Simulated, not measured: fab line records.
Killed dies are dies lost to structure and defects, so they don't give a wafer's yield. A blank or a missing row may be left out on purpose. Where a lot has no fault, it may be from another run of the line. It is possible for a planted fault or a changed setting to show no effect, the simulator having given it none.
Split-lot trial -- flow berkeley_cmos170 -- 23 wafers read from 5 lots, route of 331 steps

## THE SPLIT ITSELF
At UCB170_PLDD_COAT_01 (resist thk 900 nm), the setting resist_thk_nm was moved away from the recipe's 900 nm on 9 of the 23 wafers read, by -5.4% to +4.4%. The other wafers ran this setting at the recipe's value.

The split's own step is where the reading is taken.

## THE READING
KrF_of_PLDD_COAT_01.thk_nm (the simulator's own value, which no gauge read), in nm, at UCB170_PLDD_COAT_01 (resist thk 900 nm). The file does not state a usual value for it. Average 899.7 nm, standard deviation 2.2 nm, over the 14 wafers here run with the recipe.

wafer,"tool, chamber at the split","resist_thk_nm as run, nm",against the recipe,"KrF_of_PLDD_COAT_01.thk_nm, nm",against lot-mates on the recipe
L074.1,"litho_track-02, 0",851.1,-5.4%,850.8,-47.0
L074.2,"litho_track-02, 0",851.1,-5.4%,848.7,-49.1
L074.4,"litho_track-02, 0",900,recipe,897.2,-
L074.5,"litho_track-02, 0",900,recipe,898.8,-
L074.6,"litho_track-02, 0",900,recipe,897.3,-
L075.2,"litho_track-02, 0",884,-1.8%,883.3,-13.8
L075.3,"litho_track-02, 0",884,-1.8%,883.8,-13.3
L075.4,"litho_track-02, 0",900,recipe,896.9,-
L075.5,"litho_track-02, 0",900,recipe,898.2,-
L075.6,"litho_track-02, 0",900,recipe,896.3,-
L078.2,"litho_track-02, 0",900,recipe,899.7,-
L078.3,"litho_track-02, 0",900,recipe,899.5,-
L078.4,"litho_track-02, 0",881.8,-2.0%,883.1,-16.5
L078.5,"litho_track-02, 0",881.8,-2.0%,882.9,-16.7
L078.6,"litho_track-02, 0",881.8,-2.0%,879.6,-20.0
L079.1,"litho_track-02, 0",900,recipe,902.2,-
L079.2,"litho_track-02, 0",900,recipe,901.6,-
L079.3,"litho_track-02, 0",900,recipe,902.6,-
L084.1,"litho_track-04, 0",940,+4.4%,940.9,+39.2
L084.3,"litho_track-04, 0",900,recipe,902.2,-
L084.4,"litho_track-04, 0",940,+4.4%,939.4,+37.7
L084.5,"litho_track-04, 0",900,recipe,902.1,-
L084.6,"litho_track-04, 0",900,recipe,900.7,-

THE FIT
A straight line over all 23 wafers: KrF_of_PLDD_COAT_01.thk_nm changes by +9.12 nm for each +1% of resist_thk_nm; r = +1.00; the points scatter about the line by 1.9 nm.
The same after taking each lot's own level away (the mean of its wafers on the recipe; 23 wafers): +8.71 nm for each +1%; r = +1.00; scatter 1.1 nm.
That fit puts the effect of the largest move of resist_thk_nm on the reading at 47 nm.
Across the lots, their own levels run from 897.13 to 902.13 nm, a range of 2.3 times the standard deviation given above.
Consequently the slope shifts little with the lot-to-lot level, the two slopes agreeing.
Check: for one of the wafers moved furthest among these (-5.4%), held out of the fit, the line's prediction against its lot-mates is -47.4 nm. It came out at -47 nm against them.

## THE WHOLE CHAIN: every reading that the file lists as answering this split, in the file's order
step,what it does,reading,change (the file's fit),r (the file's)
UCB170_PLDD_COAT_01,resist thk 900 nm,"KrF_of_PLDD_COAT_01.thk_nm (the simulator's own value, which no gauge read)",+8.7 nm for each +1% of the setting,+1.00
UCB170_PLDD_STRIP_10,strips in O2,strip_time_to_endpoint_s,withheld for each +1% of the setting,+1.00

## THE FILE'S OWN FIT
KrF_of_PLDD_COAT_01.thk_nm changes by +8.7 nm for each +1% of resist_thk_nm, r = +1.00.
